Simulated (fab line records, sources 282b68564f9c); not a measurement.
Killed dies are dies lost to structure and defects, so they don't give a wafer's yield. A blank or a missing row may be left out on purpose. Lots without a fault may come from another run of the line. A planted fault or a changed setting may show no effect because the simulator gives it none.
A struck lot beside a sound one | flow rit_cmos | 17 steps out of a route of 202
Sound: wafers L364.1, L364.4, L364.5. Struck: wafers L373.2, L373.3, L373.4. The cause comes at the end.
At each step with rows: each side's tool, then ch and its chambers, then its first start. Under that, the readings that differ: sound wafers | struck wafers | difference of the means | sigmas: that difference in standard deviations of wafers without a fault.
alike: readings whose means differ by less than 2 such deviations, and words and numbers that are the same on both sides. not compared: withheld readings, readings that some wafer has no value for, bounds like >300 that may hide the same value, and numbers for which the record gives no deviation and whose values overlap.
The two part at a step that has a row with sigmas, a row that says differs or no value, or rows on one side only. Numbers that don't overlap but have no deviation are shown without sigmas and don't part them. A reading that every wafer of one side lacks parts them only if that side has two wafers or more.

RIT_CONTACT_STRIP_12: strips in O2, time 180 s.
  sound on plasma_asher-03 ch 0,1, day 4 00:39; struck on plasma_asher-03 ch 0,1, day 5 20:23
  alike: drypump_motor_current_A
  not compared: rf_hours_counter_h
RIT_CONTACT_CD_MEAS_90: target cd 1000 nm.
  sound on cd_sem-02, day 4 00:49; struck on cd_sem-01, day 5 20:34
  alike: cd_nm
then, 2 steps without rows for these wafers: RIT_CONTACT_CLEAN_13 (cleans in SC1, time 600 s); RIT_CONTACT_CLEAN_14 (cleans in SC2, time 600 s).
RIT_M1_SPUTTER_00: material Al, target thk 400 nm, time 500 s.
  sound on pvd_sputter-02, day 4 01:19; struck on pvd_sputter-04, day 5 21:01
  alike: chamber_pressure_pa, throttle_valve_pct
RIT_M1_RS_MEAS_01: measures by four-point-probe.
  sound on film_metro-03, day 4 01:36; struck on film_metro-03, day 5 21:20
  alike: M1_AL_RS
RIT_M1_THK_MEAS_02: measures by xrf.
  sound on film_metro-03, day 4 01:43; struck on film_metro-03, day 5 21:27
  alike: M1_AL_THK
then, 5 steps without rows for these wafers: RIT_M1_HMDS_03 (prime time 60 s); RIT_M1_COAT_04 (resist thk 1300 nm); RIT_M1_SOFTBAKE_05 (time 60 s); RIT_M1_EXPOSE_06 (exposes mask M12, target cd 2600 nm); RIT_M1_PEB_07.
RIT_M1_DEVELOP_08: develop time 68 s.
  sound on litho_track-03 ch 0, day 4 02:00; struck on litho_track-03 ch 0, day 5 22:00
RIT_M1_CD_MEAS_09: target cd 2600 nm.
  sound on cd_sem-01, day 4 02:48; struck on cd_sem-01, day 5 22:31
  reading    | sound                | struck | difference                    | sigmas
  cd_nm (nm) | 2602.7 2599.9 2600.6 | - - -  | no value on the struck wafers |
RIT_M1_OVL_MEAS_10:
  sound on overlay-02, day 4 02:55; struck on overlay-01, day 5 22:38
  reading     | sound         | struck | difference                    | sigmas
  M1_OVL (nm) | -0.8 0.8 -2.2 | - - -  | no value on the struck wafers |
then, 1 step without rows for these wafers: RIT_M1_HARDBAKE_11 (time 120 s).
RIT_M1_PROBE_99:
  sound on prober-01, day 4 05:34; struck on prober-02, day 6 01:13
  reading                  | sound          | struck         | difference | sigmas
  defect_limited_yield (%) | 98.1 97.0 98.9 | 0 0 0          | -98        | -82
  killed_at_M0_to_M3       | 0 0 0          | 251 256 255    | +254       |
  killed_dies              | 5 8 3          | 264 264 264    | +259       | +83
  killed_on_rim            | 2 3 1          | 70 70 70       | +68        | +49
  sort_bin_5_function (%)  | 1.5 2.3 1.1    | 97.7 99.2 98.1 | +96.7      | +99 or more
  sort_n_pass              | 259 256 261    | 0 0 0          | -259       | -83
  sort_yield_pct (%)       | 98.1 97.0 98.9 | 0 0 0          | -98        | -82
  alike: killed_at_contacts, killed_at_front_end, killed_open, killed_short, sort_bin_3_pad_short, sort_bin_6_memory

WHERE THEY PART
First at RIT_M1_CD_MEAS_09; last, within this record, at RIT_M1_PROBE_99.

WHY: what the simulator had put in
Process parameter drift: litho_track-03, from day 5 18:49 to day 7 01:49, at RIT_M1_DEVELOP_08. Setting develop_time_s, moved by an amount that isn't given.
